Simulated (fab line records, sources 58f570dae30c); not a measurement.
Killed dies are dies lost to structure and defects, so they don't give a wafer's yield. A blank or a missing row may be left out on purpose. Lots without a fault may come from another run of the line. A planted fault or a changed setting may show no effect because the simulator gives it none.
Which tool did it? | flow berkeley_cmos170 | 7 lots, 21 wafers sampled, at 2 steps of a route of 331

WHAT THE GAUGES READ, wafer by wafer
UCB170_V1_THK_MEAS_01.
lot  | measured     | on            | V1_TEOS_THK (nm)
L248 | day 8 13:22  | film_metro-01 | 1992 1993 2019
L249 | day 9 07:01  | film_metro-01 | 1973 1980 2000
L252 | day 9 11:30  | film_metro-01 | 1956 1993 1967
L254 | day 10 01:20 | film_metro-03 | 1965 1987 1980
L267 | day 12 13:11 | film_metro-01 | 1992 2005 2016
L269 | day 12 15:50 | film_metro-04 | 2008 2035 2040
L268 | day 12 17:11 | film_metro-03 | 1997 2044 2056

WHICH TOOL RAN EACH LOT (tool, then ch and the chambers of the sampled wafers, then the start)
lot  | UCB170_V1_CVD_00
L248 | pecvd-02 ch 0,1,2, day 8 13:12
L249 | pecvd-02 ch 0,1,2, day 9 06:51
L252 | pecvd-02 ch 0,1, day 9 11:19
L254 | pecvd-04 ch 1,2, day 10 01:10
L267 | pecvd-03 ch 0,1, day 12 12:57
L269 | pecvd-04 ch 0,1,2, day 12 15:41
L268 | pecvd-03 ch 0,1, day 12 17:01
- UCB170_V1_CVD_00: deposits SiO2 from TEOS/O2, target thk 2000 nm, time 250 s.

THE ANSWER, worked out from the rows above alone
Rule: what is usual is taken from the lots themselves. Put in order of their means at a reading, lots are off if they are a third of the lots or fewer, leave a main group of 4 or more, and stand apart from it by a gap of 3 or more times the standard deviation of the main group's means; of several such gaps the widest counts. A main group whose means are all the same, to the digits that the tables above print for the reading, isn't used. A lot without any number at a reading at which 4 lots or more have one is off too. The other lots that the step has rows for count as sound.
No lot is off at any reading shown: from this, nothing can be told.

WHAT THE SIMULATOR HAD PUT IN
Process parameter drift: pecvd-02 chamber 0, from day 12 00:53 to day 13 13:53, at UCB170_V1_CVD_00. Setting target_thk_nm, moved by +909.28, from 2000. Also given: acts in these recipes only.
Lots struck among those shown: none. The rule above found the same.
